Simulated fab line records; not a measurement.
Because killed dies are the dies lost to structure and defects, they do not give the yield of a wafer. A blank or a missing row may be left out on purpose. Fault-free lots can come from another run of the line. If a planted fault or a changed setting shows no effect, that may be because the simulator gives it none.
What tool caused it? | flow berkeley cmos170 | Sampling: 14 lots, 42 wafers, 5 of 331 route steps

== WHAT EACH GAUGE READ, for each wafer ==
UCB170_V2_OVL_MEAS_13.
lot  | measured     | on         | V2_OVL (nm)
L921 | day 8 20:53  | overlay-01 | -3 3 -6
L920 | day 8 19:49  | overlay-01 | -6 -2 -4
L923 | day 9 02:52  | overlay-01 | -5 8 3
L922 | day 9 04:28  | overlay-02 | 11 4 1
L924 | day 9 03:35  | overlay-01 | 2 -3 1
L926 | day 9 22:08  | overlay-02 | 6 7 5
L927 | day 10 00:05 | overlay-02 | 4 7 -3
L925 | day 9 23:32  | overlay-02 | 2 -2 0
L929 | day 10 12:10 | overlay-01 | 1 10 -2
L935 | day 11 18:59 | overlay-02 | 3 5 13
L938 | day 12 11:30 | overlay-02 | 0 5 5
L943 | day 13 01:09 | overlay-01 | 3 3 1
L941 | day 13 02:05 | overlay-01 | -1 -4 -6
L942 | day 13 17:40 | overlay-02 | 8 2 4

UCB170_M3_RS_MEAS_02: measurement is done with a four-point probe.
lot  | measured     | on            | M3_AL_RS (ohm/sq)
L921 | day 8 21:32  | film metro-03 | 0.0322 0.0321 0.0319
L920 | day 8 20:23  | film metro-03 | 0.0319 0.0319 0.0317
L923 | day 9 03:27  | film metro-03 | 0.0321 0.0324 0.0315
L922 | day 9 05:03  | film metro-02 | 0.0320 0.0313 0.0320
L924 | day 9 04:10  | film metro-02 | 0.0319 0.0324 0.0324
L926 | day 9 22:44  | film metro-01 | 0.0325 0.0323 0.0324
L927 | day 10 00:40 | film metro-01 | 0.0319 0.0319 0.0321
L925 | day 10 00:08 | film metro-03 | 0.0319 0.0323 0.0321
L929 | day 10 12:46 | film metro-03 | 0.0308 0.0311 0.0312
L935 | day 11 19:35 | film metro-03 | 0.0310 0.0309 0.0308
L938 | day 12 12:07 | film metro-01 | 0.0329 0.0328 0.0326
L943 | day 13 01:44 | film metro-01 | 0.0317 0.0316 0.0319
L941 | day 13 02:41 | film metro-03 | 0.0326 0.0326 0.0327
L942 | day 13 18:14 | film metro-01 | 0.0323 0.0322 0.0322

== WHAT TOOL EACH LOT RAN ON (gives the tool, then ch and the chambers of the sampled wafers, and finally the start) ==
lot  | UCB170_NLDD_STRIP_10                 | UCB170_NSD_STRIP_09                  | UCB170_M3_SPUTTER_01
L921 | plasma asher-03 ch 0,1, day 7 16:43  | plasma asher-04 ch 0,1, day 8 01:21  | pvd sputter-03, day 8 21:28
L920 | plasma asher-02 ch 0,1, day 7 17:04  | plasma asher-01 ch 0,1, day 8 00:49  | pvd sputter-04, day 8 20:19
L923 | plasma asher-04 ch 0,1, day 7 21:49  | plasma asher-02 ch 0,1, day 8 07:34  | pvd sputter-02, day 9 03:22
L922 | plasma asher-03 ch 0,1, day 7 21:59  | plasma asher-01 ch 0,1, day 8 08:05  | pvd sputter-02, day 9 04:58
L924 | plasma asher-04 ch 0,1, day 7 23:05  | plasma asher-04 ch 0, day 8 07:49    | pvd sputter-03, day 9 04:05
L926 | plasma asher-02 ch 0,1, day 8 17:13  | plasma asher-01 ch 0, day 9 03:45    | pvd sputter-03, day 9 22:38
L927 | plasma asher-03 ch 0,1, day 8 17:29  | plasma asher-01 ch 0,1, day 9 04:25  | pvd sputter-03, day 10 00:35
L925 | plasma asher-03 ch 0,1, day 8 17:46  | plasma asher-02 ch 0,1, day 9 04:04  | pvd sputter-02, day 10 00:02
L929 | plasma asher-04 ch 0,1, day 9 01:45  | plasma asher-04 ch 0,1, day 9 13:47  | pvd sputter-02, day 10 12:39
L935 | plasma asher-03 ch 0,1, day 10 11:31 | plasma asher-01 ch 0,1, day 11 00:46 | pvd sputter-02, day 11 19:28
L938 | plasma asher-04 ch 0,1, day 11 03:31 | plasma asher-01 ch 0,1, day 11 13:34 | pvd sputter-04, day 12 11:59
L943 | plasma asher-02 ch 0,1, day 11 20:16 | plasma asher-02 ch 0,1, day 12 06:28 | pvd sputter-03, day 13 01:40
L941 | plasma asher-03 ch 0,1, day 11 22:05 | plasma asher-04 ch 0,1, day 12 06:42 | pvd sputter-04, day 13 02:35
L942 | plasma asher-02 ch 0,1, day 12 08:05 | plasma asher-02 ch 0, day 12 21:05   | pvd sputter-04, day 13 18:10
- UCB170_NLDD_STRIP_10: strips in O2.
- UCB170_NSD_STRIP_09: strips in O2.
- UCB170_M3_SPUTTER_01: material Al, target thk 900 nm, time 120 s.

== AS READ BY THE TOOLS THEMSELVES (means over the sampled wafers that have a number; for cases with no such wafer, the mark the record gives instead) ==
UCB170_NLDD_STRIP_10.
lot  | tool            | chamber pressure mTorr (mTorr) | drypump motor current A (A) | oes product au (a.u.) | strip time to endpoint s (s)
L921 | plasma asher-03 | 3501                           | 5.41                        | 0.734                 | 21.59
L920 | plasma asher-02 | 3502                           | 5.10                        | 0.735                 | 21.57
L923 | plasma asher-04 | 3499                           | 5.45                        | 0.733                 | 21.67
L922 | plasma asher-03 | 3499                           | 5.42                        | 0.734                 | 21.67
L924 | plasma asher-04 | 3500                           | 5.44                        | 0.732                 | 21.69
L926 | plasma asher-02 | 3497                           | 5.14                        | 0.737                 | 21.65
L927 | plasma asher-03 | 3500                           | 5.15                        | 0.737                 | 21.62
L925 | plasma asher-03 | 3503                           | 5.42                        | 0.736                 | 21.64
L929 | plasma asher-04 | 3499                           | 5.46                        | 0.731                 | 21.59
L935 | plasma asher-03 | 3502                           | 5.15                        | 0.741                 | 21.70
L938 | plasma asher-04 | 3498                           | 5.45                        | 0.736                 | 21.61
L943 | plasma asher-02 | 3500                           | 5.09                        | 0.735                 | 21.70
L941 | plasma asher-03 | 3502                           | 5.14                        | 0.735                 | 21.75
L942 | plasma asher-02 | 3501                           | 5.14                        | 0.727                 | 21.61

UCB170_NSD_STRIP_09.
lot  | tool            | chamber pressure mTorr (mTorr) | drypump motor current A (A) | oes product au (a.u.) | strip time to endpoint s (s)
L921 | plasma asher-04 | 3500.8                         | 5.44                        | 0.534                 | 35.91
L920 | plasma asher-01 | 3496.3                         | 5.52                        | 0.531                 | 35.86
L923 | plasma asher-02 | 3500.4                         | 5.10                        | 0.531                 | 36.08
L922 | plasma asher-01 | 3498.8                         | 5.64                        | 0.526                 | 35.83
L924 | plasma asher-04 | 3504.2                         | 5.46                        | 0.532                 | 35.87
L926 | plasma asher-01 | 3499.5                         | 5.37                        | 0.527                 | 35.89
L927 | plasma asher-01 | 3501.5                         | 5.51                        | 0.533                 | 36.00
L925 | plasma asher-02 | 3498.0                         | 5.14                        | 0.534                 | 36.04
L929 | plasma asher-04 | 3499.4                         | 5.46                        | 0.532                 | 35.93
L935 | plasma asher-01 | 3503.9                         | 5.63                        | 0.535                 | 35.89
L938 | plasma asher-01 | 3501.3                         | 5.65                        | 0.534                 | 35.82
L943 | plasma asher-02 | 3497.5                         | 5.10                        | 0.534                 | 36.00
L941 | plasma asher-04 | 3503.0                         | 5.48                        | 0.536                 | 35.90
L942 | plasma asher-02 | 3498.5                         | 5.18                        | 0.529                 | 35.94

UCB170_M3_SPUTTER_01.
lot  | tool           | chamber pressure pa (Pa) | throttle valve pct (%)
L921 | pvd sputter-03 | 0.4994                   | 29.9
L920 | pvd sputter-04 | 0.5000                   | 31.3
L923 | pvd sputter-02 | 0.5004                   | 29.2
L922 | pvd sputter-02 | 0.4998                   | 29.4
L924 | pvd sputter-03 | 0.5007                   | 31.2
L926 | pvd sputter-03 | 0.4997                   | 30.0
L927 | pvd sputter-03 | 0.5000                   | 30.7
L925 | pvd sputter-02 | 0.4988                   | 30.4
L929 | pvd sputter-02 | 0.4469                   | 31.8
L935 | pvd sputter-02 | 0.4448                   | 31.6
L938 | pvd sputter-04 | 0.5004                   | 31.1
L943 | pvd sputter-03 | 0.4985                   | 30.7
L941 | pvd sputter-04 | 0.4998                   | 31.3
L942 | pvd sputter-04 | 0.5007                   | 31.0

== THE ANSWER, worked out from the rows above alone ==
Rule: usual is defined by the lots themselves. The widest of any qualifying gaps counts: lots, ordered by their means at a reading, are off when they make up no more than a third of the lots, leave a main group of 4 or more, and stand apart from it by 3 or more times the standard deviation of that group's means. The tables above print the reading to a certain number of digits; a main group whose means all agree to those digits is not used. A lot without any number at a reading at which 4 lots or more have one is off too. Where the step has rows for the other lots, those lots are counted as sound. After the gauges, taken in route order, come the tools' own readings; for these a lot's mean is taken, as printed above. At the first step where some lot is off, the reading lying furthest off is the one used; lots without a number count as furthest.
Off: L929, L935, at UCB170_M3_SPUTTER_01 (chamber pressure pa). The main group: mean 0.4999 Pa, standard deviation 0.00066.
A tool fits if, at that step or a process step before it, it ran every lot that is off, and no sound lot after the first of them. One candidate fits, namely pvd sputter-02 at UCB170_M3_SPUTTER_01. Its last sound lot is L925 (day 10 00:02), its first lot that is off L929 (day 10 12:39): a fault that began between those two fits.
On the lots that are off, the tool's own readings at UCB170_M3_SPUTTER_01 differ by more than 5 times the standard deviation of the sound lots' means, which bears it out; chamber pressure pa reads 0.4458 Pa there versus 0.4999 Pa on the sound lots.

== WHAT HAD BEEN PUT IN BY THE SIMULATOR ==
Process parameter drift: pvd sputter-02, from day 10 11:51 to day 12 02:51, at UCB170_M3_SPUTTER_01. Setting chamber pressure pa shifted by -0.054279 from 0.5. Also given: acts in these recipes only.
Shown lots that were struck: L929, L935. The rule above reached the same finding.
